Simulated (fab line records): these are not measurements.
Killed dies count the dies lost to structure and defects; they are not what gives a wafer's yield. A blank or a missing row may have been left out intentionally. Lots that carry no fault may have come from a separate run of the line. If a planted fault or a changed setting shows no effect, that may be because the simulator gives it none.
One fault through the eyes of 2 desks + flow rit-cmos + what lay behind the numbers comes last; until then each desk has only its own

== DESK OF THE TOOL OWNER: plasma-asher-01 ==
The tool's own readings at RIT_NWELL_STRIP_09 (strips in O2, time 180 s): means of the sampled wafers that have a number, for each lot that ran on this tool. Any lot whose mean is over 4 standard deviations away from the usual mean is out of limits and marked OUT; that distance is given in the brackets.
Columns: A = chamber-pressure-mTorr at RIT_NWELL_STRIP_09, usual 4000 mTorr; B = drypump-motor-current-A at RIT_NWELL_STRIP_09, usual 5.23 A
| lot  | first seen here | A    | B    |
|------|-----------------|------|------|
| L388 | day 5 10:18     | 4001 | 5.48 |
| L391 | day 6 02:19     | 4001 | 5.48 |
| L395 | day 6 19:19     | 4001 | 5.46 |
Result from this desk: across the 3 lots, nothing is out of limits.

== THE METROLOGY DESK ==
Lot by lot, what the gauges showed, no matter which tool ran the lot: averages of those sampled wafers that carry a number. Any lot whose mean is over 4 standard deviations away from the usual mean is out of limits and marked OUT; that distance is given in the brackets.
Columns: A = PWELL_TW at RIT_PWELL_TW_MEAS_10, usual 958
| lot  | first seen here | A                    |
|------|-----------------|----------------------|
| L373 | day 2 04:06     | 943                  |
| L374 | day 2 09:20     | 970                  |
| L375 | day 2 13:44     | 969                  |
| L376 | day 2 19:02     | 947                  |
| L377 | day 2 23:41     | 961                  |
| L378 | day 3 04:28     | 962                  |
| L379 | day 3 10:16     | 30 (-99 or more) OUT |
| L380 | day 3 14:37     | 30 (-99 or more) OUT |
| L381 | day 3 20:47     | 30 (-99 or more) OUT |
| L384 | day 4 11:40     | 967                  |
| L388 | day 5 12:02     | 954                  |
| L391 | day 6 04:02     | 970                  |
| L392 | day 6 05:48     | 957                  |
| L394 | day 6 16:25     | 967                  |
| L395 | day 6 21:07     | 959                  |
This desk finds L379, L380, L381 out of limits, with the earliest case on L379 at day 3 10:16 (PWELL_TW at RIT_PWELL_TW_MEAS_10). L373, L374, L375, L376, L377, L378, L384, L388, L391, L392, L394, L395: within limits.

== PUT TOGETHER ==
An alarm was possible from the metrology desk at day 3 10:16, on L379, L380, L381.
The desk of the tool owner found nothing out of limits.
The tool owner's desk has no number on record for L379, L380, L381.
On plasma-asher-01, each named lot ran RIT_NWELL_STRIP_09.

== WHAT THE SIMULATOR PUT IN ==
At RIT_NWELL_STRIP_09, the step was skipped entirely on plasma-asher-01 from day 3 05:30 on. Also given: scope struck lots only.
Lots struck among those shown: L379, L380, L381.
Per desk, hours elapsed from the start of the fault to the first reading out of limits: for the metrology desk, 5.
